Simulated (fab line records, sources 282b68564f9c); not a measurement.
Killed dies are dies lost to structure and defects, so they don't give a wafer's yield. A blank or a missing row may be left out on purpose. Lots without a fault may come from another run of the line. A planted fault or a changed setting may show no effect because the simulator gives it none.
Tool commonality check | flow rit_cmos | 14 lots, 48 wafers sampled

WHY IT WAS OPENED
At RIT_WELLDRIVE_RS_MEAS_02 the reading PWELL_RS is flagged on 2 of 14 lots. Wafers without a fault read 429.1 ohm/sq, standard deviation 1.3.
Rule: a lot is flagged when every wafer of it that has a number lies more than 4 standard deviations from that mean, or none has a number. The other lots count as sound.

lot  | measured    | on            | PWELL_RS (ohm/sq), wafer by wafer   | flag
L292 | day 2 06:29 | film_metro-01 | 428.4 428.2 428.1                   |
L293 | day 2 11:28 | film_metro-02 | 430.0 429.2 429.3                   |
L294 | day 2 14:09 | film_metro-02 | 428.3 428.1 428.8                   |
L296 | day 3 01:40 | film_metro-04 | 428.0 427.8 429.2                   |
L297 | day 3 09:55 | film_metro-02 | 428.2 428.4 429.3                   |
L298 | day 3 14:16 | film_metro-01 | 430.1 431.0 432.0                   |
L299 | day 3 16:58 | film_metro-01 | 428.7 429.5 428.3                   |
L300 | day 3 21:45 | film_metro-02 | 428.3 428.7 429.7                   |
L301 | day 4 04:05 | film_metro-01 | 426.4 426.9 427.6                   |
L302 | day 4 09:22 | film_metro-02 | 427.3 427.7 427.4                   |
L303 | day 4 14:26 | film_metro-04 | 435.8 436.7 436.0 435.7 436.5 435.0 | FLAGGED
L304 | day 4 17:58 | film_metro-01 | 435.2 435.6 436.9 435.4 435.6 436.0 | FLAGGED
L313 | day 6 13:47 | film_metro-04 | 429.4 428.9 429.5                   |
L315 | day 7 03:43 | film_metro-01 | 430.2 430.0 431.2                   |
The numbers of the flagged lots are 435.9 ohm/sq on average: +6.8 ohm/sq against the usual, or +5 standard deviations.

WHICH TOOL RAN EACH LOT
The record holds 1 process step before the reading, out of a route of 202 steps. In each cell: the tool, then ch and the chambers that the sampled wafers went through, then the start.
lot  | flag    | RIT_PWELL_IMPLANT_08
L292 |         | implanter-03 ch 0, day 1 23:54
L293 |         | implanter-03 ch 0, day 2 05:19
L294 |         | implanter-03 ch 0, day 2 08:32
L296 |         | implanter-02 ch 0, day 2 19:52
L297 |         | implanter-03 ch 0, day 3 04:20
L298 |         | implanter-02 ch 0, day 3 07:29
L299 |         | implanter-02 ch 0, day 3 11:19
L300 |         | implanter-01 ch 0, day 3 14:55
L301 |         | implanter-03 ch 0, day 3 21:56
L302 |         | implanter-03 ch 0, day 4 02:44
L303 | FLAGGED | implanter-03 ch 0, day 4 07:56
L304 | FLAGGED | implanter-03 ch 0, day 4 12:23
L313 |         | implanter-02 ch 0, day 6 08:12
L315 |         | implanter-02 ch 0, day 6 21:06
What these steps do:
- RIT_PWELL_IMPLANT_08
- RIT_WELLDRIVE_RS_MEAS_02: measures by four-point-probe.

FLAGGED OVER TOTAL, TOOL BY TOOL (the gauges that took the reading come last)
step                     | tool          | lots run | flagged | share of the flagged lots | sound lots run after its first flagged lot
RIT_PWELL_IMPLANT_08     | implanter-01  | 1        | 0       | none                      | -
RIT_PWELL_IMPLANT_08     | implanter-02  | 5        | 0       | none                      | -
RIT_PWELL_IMPLANT_08     | implanter-03  | 8        | 2       | all                       | 0
RIT_WELLDRIVE_RS_MEAS_02 | film_metro-01 | 6        | 1       | some                      | 1 (L315)
RIT_WELLDRIVE_RS_MEAS_02 | film_metro-02 | 5        | 0       | none                      | -
RIT_WELLDRIVE_RS_MEAS_02 | film_metro-04 | 3        | 1       | some                      | 1 (L313)

WHAT THE TABLE ALLOWS
1 row of the table ran every flagged lot: implanter-03 at RIT_PWELL_IMPLANT_08.
- implanter-03 at RIT_PWELL_IMPLANT_08: 2 of its 8 lots flagged. Its last sound lot is L302 (day 4 02:44), its first flagged lot L303 (day 4 07:56): a fault that began between those two fits.
One tool is left: implanter-03 at RIT_PWELL_IMPLANT_08.

WHAT THE SIMULATOR HAD PUT IN
Process parameter drift: implanter-03, from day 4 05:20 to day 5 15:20, at RIT_PWELL_IMPLANT_08. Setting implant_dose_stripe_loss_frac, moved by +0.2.
Lots struck among those shown: L303, L304. The rule above found the same.
